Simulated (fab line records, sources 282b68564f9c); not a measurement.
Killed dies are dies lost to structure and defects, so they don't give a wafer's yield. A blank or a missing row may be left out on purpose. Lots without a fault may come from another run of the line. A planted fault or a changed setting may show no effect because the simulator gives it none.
fab line records | flow rit_cmos
record lots=7 wafers=21 last_day=7
route steps=202 shown ACTIVE@1 FOX1@20 FOX2@23 M1@202
lots that met no fault: from a run of the same line without faults
start_h: hours from the record's first day to the start of the lot's first wafer shown | wait_h: hours since the lot's step before | " the same as in the row above | L1.1+2: a row that stands for several wafers | - no value, or no start given | * or withheld: withheld | < > ~ a bound
route shown NAME@n: a module of which the file shows steps, and the number in the route of the first | usual: mean/standard deviation of fault-free wafers | same: alike in all rows | chamber/n: place in a boat | sites: the reading at each site | _std_site: their standard deviation | _edge_site: outer sites' mean less inner sites' | radius_mm: how far each site lies from the wafer's centre | mask NAME#n: copy n | behind: the tool/chamber that last shaped the wafer | hold: why the lot was held/for how many hours/how that ended | device: the transistor (n, p or np) that didn't switch | end of line: the same wafers' tests at the end of the route | a step without rows: its recipe alone | killed: dies lost to structure and defects at the first sort, not the wafer's yield | map: a wafer's dies, x killed, . not, _ none there
set.NAME: the setting as run; set.NAME@STEP: as run at that earlier step | model.NAME: the simulator's own value behind a step, which no gauge read
lots at some steps of the route; a table a step, a row a wafer
services: from which hour (start_h, from the record's first day; less than 0 if before it) a tool's chamber was out of use, for how many hours, and why
## steps
# step RIT_ACTIVE_BOW_MEAS_00
# recipe mode=bow
# usual INCOMING_BOW=0/5.8
# columns lot.wafer tool chamber start_h wait_h INCOMING_BOW[um]
L727.2 film_metro-01 - 30.02 - -4
L727.4 " - " " 7
L727.5 " - " " 3
L730.2 film_metro-03 - 45.02 - -3
L730.5 " - " " -3
L730.6 " - " " 1
L735.1 film_metro-01 - 70.00 - -14
L735.2 " - " " 3
L735.4 " - " " -5
L738.3 film_metro-04 - 85.04 - -6
L738.5 " - " " 0
L738.6 " - " " -15
L741.3 film_metro-04 - 100.04 - 4
L741.5 " - " " -5
L741.6 " - " " 0
L743.1 film_metro-04 - 110.00 - 10
L743.2 " - " " -5
L743.4 " - " " 5
L744.2 film_metro-04 - 115.02 - -8
L744.3 " - " " -3
L744.4 " - " " -12
# step RIT_ACTIVE_OXIDATION_01
# recipe temp_c=1000 ambient=O2 target_thk_a=468 ox_time_s=3360
# usual spike_tc_centre_C=1002.0/1.4 zone_power_centre_pct=45.5/0.66
# columns lot.wafer tool chamber start_h wait_h spike_tc_centre_C zone_power_centre_pct model.SiO2_of_ACTIVE_OXIDATION_01.thk_nm
L727.2 furnace-03 0 30.12 0.1 1001.9 45.9 46.14
L727.4 " 0 " " 1003.3 45.2 46.76
L727.5 " 0 " " 1003.8 46.3 44.95
L730.2 furnace-01 0 47.21 2.2 1000.7 44.3 48.61
L730.5 " 0 " " 1000.6 44.8 48.29
L730.6 " 0 " " 1001.9 45.5 48.04
L735.1 furnace-01 0 70.12 0.1 1001.7 44.5 50.91
L735.2 " 0 " " 999.7 45.0 50.68
L735.4 " 0 " " 1001.1 46.0 51.57
L738.3 furnace-01 0 85.12 0.1 1001.5 44.9 50.68
L738.5 " 0 " " 1001.7 46.0 50.54
L738.6 " 0 " " 1003.2 45.6 50.73
L741.3 furnace-01 0 100.12 0.1 1001.3 45.5 51.03
L741.5 " 0 " " 1000.5 45.2 51.25
L741.6 " 0 " " 1001.8 45.2 50.25
L743.1 furnace-04 0 111.23 1.2 1003.9 47.1 45.74
L743.2 " 0 " " 1001.5 45.8 45.4
L743.4 " 0 " " 1003.3 46.3 45.43
L744.2 furnace-04 0 116.03 1.0 1001.7 46.6 45.42
L744.3 " 0 " " 1003.2 45.4 45.8
L744.4 " 0 " " 1003.3 46.4 46.09
# step RIT_ACTIVE_THK_MEAS_02
# recipe reads=SiO2_of_ACTIVE_OXIDATION_01
# usual ACTIVE_OXIDE_THK=47.4/0.99
# columns lot.wafer tool chamber start_h wait_h ACTIVE_OXIDE_THK[nm]
L727.2 film_metro-01 - 32.06 0.0 46.2
L727.4 " - " " 46.8
L727.5 " - " " 44.9
L730.2 film_metro-04 - 49.16 0.0 48.6
L730.5 " - " " 48.3
L730.6 " - " " 48.1
L735.1 film_metro-03 - 72.05 0.0 51.0
L735.2 " - " " 50.7
L735.4 " - " " 51.5
L738.3 film_metro-03 - 87.07 0.0 50.6
L738.5 " - " " 50.5
L738.6 " - " " 50.7
L741.3 film_metro-03 - 102.07 0.0 51.0
L741.5 " - " " 51.2
L741.6 " - " " 50.2
L743.1 film_metro-01 - 113.16 0.0 45.7
L743.2 " - " " 45.4
L743.4 " - " " 45.4
L744.2 film_metro-01 - 117.97 0.0 45.4
L744.3 " - " " 45.8
L744.4 " - " " 46.1
# step RIT_ACTIVE_CVD_03
# recipe material=Si3N4 target_thk_nm=150 temp_c=810 precursor=SiH2Cl2/NH3 time_s=1500 pressure_mtorr=300 sih2cl2_flow_sccm=60 nh3_flow_sccm=150
# step RIT_ACTIVE_THK_MEAS_04
# recipe reads=Si3N4_of_ACTIVE_CVD_03
# usual ACTIVE_NITRIDE_THK=150.1/1.2
# columns lot.wafer tool chamber start_h wait_h ACTIVE_NITRIDE_THK[nm]
L727.2 film_metro-01 - 33.54 0.0 148.4
L727.4 " - " " 149.0
L727.5 " - " " 148.8
L730.2 film_metro-04 - 50.63 0.0 152.5
L730.5 " - " " 150.7
L730.6 " - " " 151.4
L735.1 film_metro-03 - 73.53 0.0 150.4
L735.2 " - " " 151.4
L735.4 " - " " 150.2
L738.3 film_metro-01 - 89.35 0.0 151.0
L738.5 " - " " 151.4
L738.6 " - " " 152.0
L741.3 film_metro-04 - 103.55 0.0 150.2
L741.5 " - " " 149.8
L741.6 " - " " 149.7
L743.1 film_metro-04 - 114.64 0.0 147.4
L743.2 " - " " 148.5
L743.4 " - " " 148.8
L744.2 film_metro-03 - 119.45 0.0 148.0
L744.3 " - " " 150.0
L744.4 " - " " 150.0
# step RIT_ACTIVE_HMDS_05
# recipe prime_time_s=60 prime_temp_c=140
# step RIT_ACTIVE_COAT_06
# recipe resist=NOVOLAK spin_rpm=3250 resist_thk_nm=1000
# step RIT_ACTIVE_SOFTBAKE_07
# recipe resist=NOVOLAK temp_c=90 time_s=60
# step RIT_ACTIVE_EXPOSE_08
# recipe mask_id=M1 na=0.6 source_shape=conventional sigma_outer=0.6 target_cd_nm=1400 dose_mj=225
# step RIT_ACTIVE_PEB_09
# recipe resist=NOVOLAK temp_c=withheld time_s=withheld
# step RIT_ACTIVE_DEVELOP_10
# recipe resist=NOVOLAK develop_time_s=50 dev_temp_c=23
# step RIT_ACTIVE_CD_MEAS_11
# recipe target_cd_nm=1400
# usual cd_nm=1399.6/2.1
# columns lot.wafer tool chamber start_h wait_h cd_nm
L727.2 cd_sem-01 - 34.67 - 1401.7
L727.4 " - " " 1403.7
L727.5 " - " " 1401.6
L730.2 cd_sem-01 - 51.65 - 1397.9
L730.5 " - " " 1400.2
L730.6 " - " " 1401.3
L735.1 cd_sem-02 - 74.44 - 1400.3
L735.2 " - " " 1400.0
L735.4 " - " " 1400.9
L738.3 cd_sem-01 - 90.41 - 1400.2
L738.5 " - " " 1400.4
L738.6 " - " " 1399.9
L741.3 cd_sem-02 - 104.48 - 1397.2
L741.5 " - " " 1397.0
L741.6 " - " " 1397.5
L743.1 cd_sem-02 - 115.55 - 1398.0
L743.2 " - " " 1398.2
L743.4 " - " " 1397.2
L744.2 cd_sem-01 - 120.49 - 1398.9
L744.3 " - " " 1395.8
L744.4 " - " " 1398.8
# step RIT_ACTIVE_HARDBAKE_12
# recipe resist=NOVOLAK temp_c=140 time_s=60
# step RIT_ACTIVE_ETCH_13
# recipe stop_on=SiO2 chemistry=SF6 target=Si3N4 time_s=210 over_etch_frac=0.4 SF6_flow_sccm=200 pressure_mtorr=260 rf_w=125 target_depth_a=2100
# usual drypump_motor_current_A=5.9/0.4 oes_product_au=0.825/0.012 throttle_valve_pct=7.43/0.12
# columns lot.wafer tool chamber start_h wait_h drypump_motor_current_A oes_product_au rf_hours_counter_h throttle_valve_pct
L727.2 rie_diel-03 0 35.11 0.1 5.8 0.828 67 7.56
L727.4 " 2 " " 6.0 0.837 44 7.45
L727.5 " 0 " " 5.8 0.831 - 7.54
L730.2 rie_diel-04 0 51.90 0.1 5.8 0.821 130 7.61
L730.5 " 3 " " 5.6 0.813 - 7.59
L730.6 " 0 " " 5.8 0.819 - 7.60
L735.1 rie_diel-04 1 74.71 0.1 6.0 0.845 12 7.31
L735.2 " 3 " " 5.6 0.821 71 7.57
L735.4 " 0 " " 5.8 0.815 131 7.60
L738.3 rie_diel-02 1 90.64 0.1 6.7 0.836 33 7.47
L738.5 " 0 " " 6.1 0.822 - 7.48
L738.6 " 3 " " 4.8 0.821 - 7.27
L741.3 rie_diel-03 3 104.71 0.1 5.9 0.802 27 7.27
L741.5 " 2 " " 5.9 0.827 - 7.46
L741.6 " 1 " " 5.9 0.834 - 7.52
L743.1 rie_diel-03 0 115.82 0.1 5.8 0.830 68 7.54
L743.2 " 1 " " 5.9 0.828 1 7.52
L743.4 " 3 " " 5.9 0.804 27 7.26
L744.2 rie_diel-02 1 120.77 0.1 6.7 0.829 34 7.46
L744.3 " 3 " " 4.8 0.817 1 7.29
L744.4 " 1 " " 6.7 0.831 - 7.46
# step RIT_ACTIVE_STRIP_14
# recipe chemistry=O2 time_s=180 resist=NOVOLAK platen_temp_c=withheld power_w=500 pressure_mtorr=4000 o2_flow_sccm=4000
# usual drypump_motor_current_A=5.6/0.37
# columns lot.wafer tool chamber start_h wait_h drypump_motor_current_A rf_hours_counter_h
L727.2 plasma_asher-01 0 35.25 0.1 5.6 20
L727.4 " 1 " " 6.1 -
L727.5 " 1 " " 6.1 -
L730.2 plasma_asher-04 0 52.03 0.1 5.8 43
L730.5 " 0 " " 5.8 -
L730.6 " 1 " " 5.1 -
L735.1 plasma_asher-04 0 74.84 0.1 5.7 45
L735.2 " 1 " " 5.1 45
L735.4 " 0 " " 5.7 -
L738.3 plasma_asher-04 1 90.83 0.1 5.1 -
L738.5 " 1 " " 5.1 -
L738.6 " 0 " " 5.7 -
L741.3 plasma_asher-01 1 104.90 0.1 6.1 -
L741.5 " 0 " " 5.6 -
L741.6 " 1 " " 6.2 -
L743.1 plasma_asher-01 0 115.95 0.1 5.6 28
L743.2 " 1 " " 6.1 28
L743.4 " 1 " " 6.1 -
L744.2 plasma_asher-01 0 120.90 0.1 5.6 29
L744.3 " 1 " " 6.1 -
L744.4 " 0 " " 5.6 -
# step RIT_ACTIVE_CD_MEAS_90
# recipe target_cd_nm=1400
# usual cd_nm=1399.6/2.2
# columns lot.wafer tool chamber start_h wait_h cd_nm
L727.2 cd_sem-01 - 35.44 0.1 1401.5
L727.4 " - " " 1403.9
L727.5 " - " " 1401.4
L730.2 cd_sem-02 - 52.23 0.1 1398.0
L730.5 " - " " 1400.5
L730.6 " - " " 1401.1
L735.1 cd_sem-01 - 75.02 0.1 1400.5
L735.2 " - " " 1400.1
L735.4 " - " " 1400.4
L738.3 cd_sem-01 - 90.99 0.1 1400.9
L738.5 " - " " 1400.6
L738.6 " - " " 1400.0
L741.3 cd_sem-01 - 105.06 0.1 1397.1
L741.5 " - " " 1396.8
L741.6 " - " " 1397.5
L743.1 cd_sem-02 - 116.13 0.1 1397.8
L743.2 " - " " 1398.0
L743.4 " - " " 1397.0
L744.2 cd_sem-02 - 121.10 0.1 1398.6
L744.3 " - " " 1395.3
L744.4 " - " " 1399.0
# step RIT_ACTIVE_CLEAN_15
# recipe chemistry=SC1 mix=3:3:50 time_s=600 temp_c=75
# step RIT_ACTIVE_CLEAN_16
# recipe chemistry=dHF dilution=50:1 time_s=30
# step RIT_ACTIVE_CLEAN_17
# recipe chemistry=SC2 mix=3:3:50 time_s=600 temp_c=75 dry=n2_spin
# step RIT_FOX1_OXIDATION_00
# recipe temp_c=1100 ambient=H2O target_thk_a=3507 p_h2o_torr=720 ox_time_s=1130
# step RIT_FOX1_THK_MEAS_01
# recipe reads=SiO2_of_FOX1_OXIDATION_00
# usual FOX1_OXIDE_THK=352/6.7
# columns lot.wafer tool chamber start_h wait_h FOX1_OXIDE_THK[nm]
L727.2 film_metro-04 - 37.26 0.0 346
L727.4 " - " " 339
L727.5 " - " " 343
L730.2 film_metro-04 - 54.02 0.0 356
L730.5 " - " " 357
L730.6 " - " " 354
L735.1 film_metro-04 - 78.56 0.0 366
L735.2 " - " " 366
L735.4 " - " " 368
L738.3 film_metro-04 - 94.81 0.0 340
L738.5 " - " " 343
L738.6 " - " " 344
L741.3 film_metro-02 - 107.71 0.0 351
L741.5 " - " " 352
L741.6 " - " " 343
L743.1 film_metro-02 - 117.94 0.0 352
L743.2 " - " " 349
L743.4 " - " " 346
L744.2 film_metro-02 - 124.00 0.0 352
L744.3 " - " " 352
L744.4 " - " " 355
# step RIT_FOX1_WET_ETCH_02
# recipe chemistry=BOE target_depth_nm=350 time_s=390 temp_c=21.5 dry=n2_spin dilution=10:1 target=SiO2
# step RIT_FOX2_OXIDATION_00
# recipe temp_c=1100 ambient=H2O target_thk_a=3507 p_h2o_torr=720 ox_time_s=1130
# step RIT_FOX2_THK_MEAS_01
# recipe reads=SiO2_of_FOX2_OXIDATION_00
# usual FOX2_OXIDE_THK=352/7.6
# columns lot.wafer tool chamber start_h wait_h FOX2_OXIDE_THK[nm]
L727.2 film_metro-03 - 38.76 0.0 350
L727.4 " - " " 353
L727.5 " - " " 351
L730.2 film_metro-02 - 56.41 0.0 361
L730.5 " - " " 361
L730.6 " - " " 365
L735.1 film_metro-01 - 82.83 0.0 351
L735.2 " - " " 363
L735.4 " - " " 359
L738.3 film_metro-02 - 96.30 0.0 342
L738.5 " - " " 351
L738.6 " - " " 338
L741.3 film_metro-03 - 109.46 0.0 370
L741.5 " - " " 369
L741.6 " - " " 369
L743.1 film_metro-01 - 119.43 0.0 343
L743.2 " - " " 352
L743.4 " - " " 346
L744.2 film_metro-01 - 125.49 0.0 354
L744.3 " - " " 350
L744.4 " - " " 351
# step RIT_FOX2_CLEAN_02
# recipe chemistry=dHF dilution=50:1 time_s=180
# step RIT_FOX2_WET_ETCH_03
# recipe chemistry=H3PO4 target=Si3N4 target_depth_nm=195 temp_c=165 time_s=2700
# columns lot.wafer tool chamber start_h wait_h model.SiO2_of_ACTIVE_OXIDATION_01.thk_nm
L727.2 wet_bench-04 3 38.87 0.0 40.58
L727.4 " 3 " " 41.26
L727.5 " 3 " " 39.48
L730.2 wet_bench-01 0 56.51 0.0 42.8
L730.5 " 0 " " 42.42
L730.6 " 0 " " 42.27
L735.1 wet_bench-01 3 82.94 0.0 45.13
L735.2 " 3 " " 44.58
L735.4 " 3 " " 45.35
L738.3 wet_bench-01 3 96.40 0.0 45.07
L738.5 " 3 " " 44.53
L738.6 " 3 " " 44.83
L741.3 wet_bench-03 0 109.56 0.0 45.4
L741.5 " 0 " " 45.33
L741.6 " 0 " " 44.7
L743.1 wet_bench-04 0 119.56 0.0 40.36
L743.2 " 0 " " 40.5
L743.4 " 0 " " 40.52
L744.2 wet_bench-04 3 125.60 0.0 40.38
L744.3 " 3 " " 40.41
L744.4 " 3 " " 40.97
# step RIT_FOX2_THK_MEAS_90
# recipe reads=SiO2_of_FOX2_OXIDATION_00
# usual FIELD_OXIDE_LEFT_1_THK=325/7.7
# columns lot.wafer tool chamber start_h wait_h FIELD_OXIDE_LEFT_1_THK[nm]
L727.2 film_metro-02 - 39.71 0.0 323
L727.4 " - " " 326
L727.5 " - " " 324
L730.2 film_metro-01 - 57.28 0.0 334
L730.5 " - " " 334
L730.6 " - " " 338
L735.1 film_metro-02 - 83.77 0.0 324
L735.2 " - " " 336
L735.4 " - " " 331
L738.3 film_metro-01 - 97.18 0.0 315
L738.5 " - " " 324
L738.6 " - " " 311
L741.3 film_metro-03 - 110.34 0.0 343
L741.5 " - " " 342
L741.6 " - " " 343
L743.1 film_metro-02 - 120.32 0.0 316
L743.2 " - " " 325
L743.4 " - " " 319
L744.2 film_metro-02 - 126.37 0.0 327
L744.3 " - " " 323
L744.4 " - " " 325
# step RIT_M1_PROBE_99
# usual killed_at_front_end=7/3 killed_dies=7/3 killed_open=3.3/1.8 killed_short=3.3/2.2
# same gross_dies=264 killed_at_M0_to_M3=0 killed_at_M4_up=0 killed_at_back_side=0 killed_at_contacts=0 killed_at_other=0
# columns lot.wafer tool chamber start_h wait_h killed_at_front_end killed_dies killed_open killed_short model.etest.pldd.width_nm model.etest.nldd.width_nm
L727.2 prober-01 - 81.30 0.1 2 2 1 1 3187 3180
L727.4 prober-01 - 81.40 0.2 8 8 4 4 3194 3201
L727.5 prober-01 - 81.45 0.2 7 7 4 3 3197 3218
L730.2 prober-02 - 100.82 0.1 4 4 2 2 3134 3142
L730.5 prober-02 - 100.97 0.2 4 4 3 1 3135 3144
L730.6 prober-02 - 101.02 0.2 3 3 2 1 3137 3138
L735.1 prober-02 - 122.92 0.1 9 9 8 1 3108 3112
L735.2 prober-02 - 122.97 0.1 5 5 4 1 3100 3082
L735.4 prober-02 - 123.07 0.2 11 11 2 9 3098 3061
L738.3 prober-01 - 140.58 0.2 3 3 2 1 3171 3174
L738.5 prober-01 - 140.68 0.2 5 5 4 1 3176 3146
L738.6 prober-01 - 140.73 0.2 3 3 2 1 3159 3189
L741.3 prober-02 - 152.56 0.2 13 13 8 5 3105 3100
L741.5 prober-02 - 152.66 0.2 9 9 3 6 3087 3083
L741.6 prober-02 - 152.71 0.2 6 6 2 4 3126 3121
L743.1 prober-02 - 163.00 0.1 11 11 5 6 3190 3187
L743.2 prober-02 - 163.05 0.1 6 6 1 5 3195 3192
L743.4 prober-02 - 163.15 0.2 14 14 6 8 3196 3190
L744.2 prober-02 - 167.57 0.1 5 5 2 3 3183 3169
L744.3 prober-02 - 167.62 0.2 5 5 4 1 3176 3173
L744.4 prober-02 - 167.67 0.2 8 8 3 5 3194 3191
# killed by level:class
L727.2 GATE:geometric_particle:open=1 REOX:geometric_particle:short=1
L727.4 FOX1:geometric_particle:short=2 GATE:geometric_particle:open=2 FOX2:geometric_particle:short=1 GATE:geometric_particle:short=1 REOX:geometric_particle:open=1 SPACER:geometric_particle:open=1
L727.5 REOX:geometric_particle:open=2 FOX1:geometric_particle:open=1 GATE:geometric_particle:short=1 REOX:geometric_particle:short=1 SPACER:geometric_particle:short=1 SPACER:geometric_particle:open=1
L730.2 GATE:geometric_particle:open=2 GATE:geometric_particle:short=2
L730.5 GATE:geometric_particle:open=2 FOX1:geometric_particle:open=1 GATE:geometric_particle:short=1
L730.6 FOX1:geometric_particle:open=1 SPACER:geometric_particle:open=1 SILICIDE:geometric_particle:short=1
L735.1 GATE:geometric_particle:open=5 FOX1:geometric_particle:open=2 FOX2:geometric_particle:open=1 REOX:geometric_particle:short=1
L735.2 SPACER:geometric_particle:open=2 FOX2:geometric_particle:open=1 GATE:geometric_particle:short=1 REOX:geometric_particle:open=1
L735.4 FOX1:geometric_particle:short=4 FOX2:geometric_particle:short=2 FOX1:geometric_particle:open=1 GATE:geometric_particle:short=1 GATE:geometric_particle:open=1 SPACER:geometric_particle:short=1 SILICIDE:geometric_particle:short=1
L738.3 GATE:geometric_particle:open=1 REOX:geometric_particle:open=1 SPACER:geometric_particle:short=1
L738.5 REOX:geometric_particle:open=3 FOX2:geometric_particle:open=1 GATE:geometric_particle:short=1
L738.6 GATE:geometric_particle:open=2 REOX:geometric_particle:short=1
L741.3 GATE:geometric_particle:open=3 GATE:geometric_particle:short=2 SPACER:geometric_particle:short=2 SPACER:geometric_particle:open=2 SILICIDE:geometric_particle:open=2 FOX1:geometric_particle:open=1 FOX1:geometric_particle:short=1
L741.5 GATE:geometric_particle:short=3 FOX2:geometric_particle:short=2 GATE:geometric_particle:open=2 SPACER:geometric_particle:open=1 SPACER:geometric_particle:short=1
L741.6 FOX1:geometric_particle:short=2 FOX2:geometric_particle:short=1 GATE:geometric_particle:open=1 SILICIDE:geometric_particle:open=1 SILICIDE:geometric_particle:short=1
L743.1 FOX2:geometric_particle:open=3 FOX1:geometric_particle:short=2 REOX:geometric_particle:short=2 GATE:geometric_particle:short=1 GATE:geometric_particle:open=1 REOX:geometric_particle:open=1 SPACER:geometric_particle:short=1
L743.2 FOX2:geometric_particle:short=2 FOX1:geometric_particle:open=1 GATE:geometric_particle:short=1 REOX:geometric_particle:short=1 SPACER:geometric_particle:short=1
L743.4 FOX1:geometric_particle:short=4 GATE:geometric_particle:open=2 SILICIDE:geometric_particle:open=2 GATE:geometric_particle:short=1 REOX:geometric_particle:short=1 REOX:geometric_particle:open=1 SPACER:geometric_particle:short=1 SPACER:geometric_particle:open=1
L744.2 GATE:geometric_particle:short=2 GATE:geometric_particle:open=2 FOX1:geometric_particle:short=1
L744.3 SILICIDE:geometric_particle:open=3 SPACER:geometric_particle:open=1 SILICIDE:geometric_particle:short=1
L744.4 SILICIDE:geometric_particle:short=4 GATE:geometric_particle:open=2 REOX:geometric_particle:short=1 SPACER:geometric_particle:open=1
## services
# columns tool chamber start_h hours kind
rie_diel-04 0 24.42 6.0 repair
rie_diel-04 0 33.63 15.6 repair
furnace-01 - 39.33 4.0 pm
furnace-04 - 42.05 3.1 pm
rie_diel-04 2 47.36 17.2 repair
rie_diel-03 1 52.89 18.1 repair
furnace-01 - 56.40 2.4 pm
rie_diel-04 - 56.62 14.6 pm
rie_diel-02 3 68.64 - clean
rie_diel-02 3 68.64 20.6 scheduled_down
rie_diel-02 3 68.64 20.6 vent_cycle
rie_diel-03 1 70.97 - clean
rie_diel-03 1 70.97 13.4 scheduled_down
rie_diel-03 1 70.97 13.4 vent_cycle
furnace-03 - 71.81 4.4 pm
rie_diel-03 0 85.92 16.2 repair
plasma_asher-04 - 108.75 9.0 pm
plasma_asher-04 0 108.75 9.0 vent_cycle
plasma_asher-04 1 108.75 9.0 vent_cycle
plasma_asher-04 0 117.75 - clean
plasma_asher-04 1 117.75 - clean
rie_diel-02 0 119.41 8.8 repair
## key
first_sign step=RIT_ACTIVE_THK_MEAS_02 reading=ACTIVE_OXIDE_THK direction=up sigmas=3.5 usual=47.4 struck=50.8
effect none on later readings
model_effect step=RIT_ACTIVE_OXIDATION_01 value=SiO2_of_ACTIVE_OXIDATION_01.thk_nm without=47.53 struck=50.85
model_effect step=RIT_FOX2_WET_ETCH_03 value=SiO2_of_ACTIVE_OXIDATION_01.thk_nm without=42.04 struck=44.99
model_effect step=RIT_M1_PROBE_99 value=etest.pldd.width_nm without=3162 struck=3126
met_at RIT_ACTIVE_OXIDATION_01
struck_wafers L735.1,L735.2,L735.4,L738.3,L738.5,L738.6,L741.3,L741.5,L741.6
tester_left_out L735,L738,L741
onset_between 47.21 70.12
fault kind=process_parameter_drift tool=furnace-01 chamber=- onset_h=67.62 steps=RIT_ACTIVE_OXIDATION_01 channel=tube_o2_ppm offset=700 shape=step end_h=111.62
# tester_left_out: of these lots the tester's yield and bins aren't shown, on N5 and GAA mostly nor the transistor test; their killed dies are dies lost to structure and defects alone, not to doping, threshold or leakage, so they don't give the yield
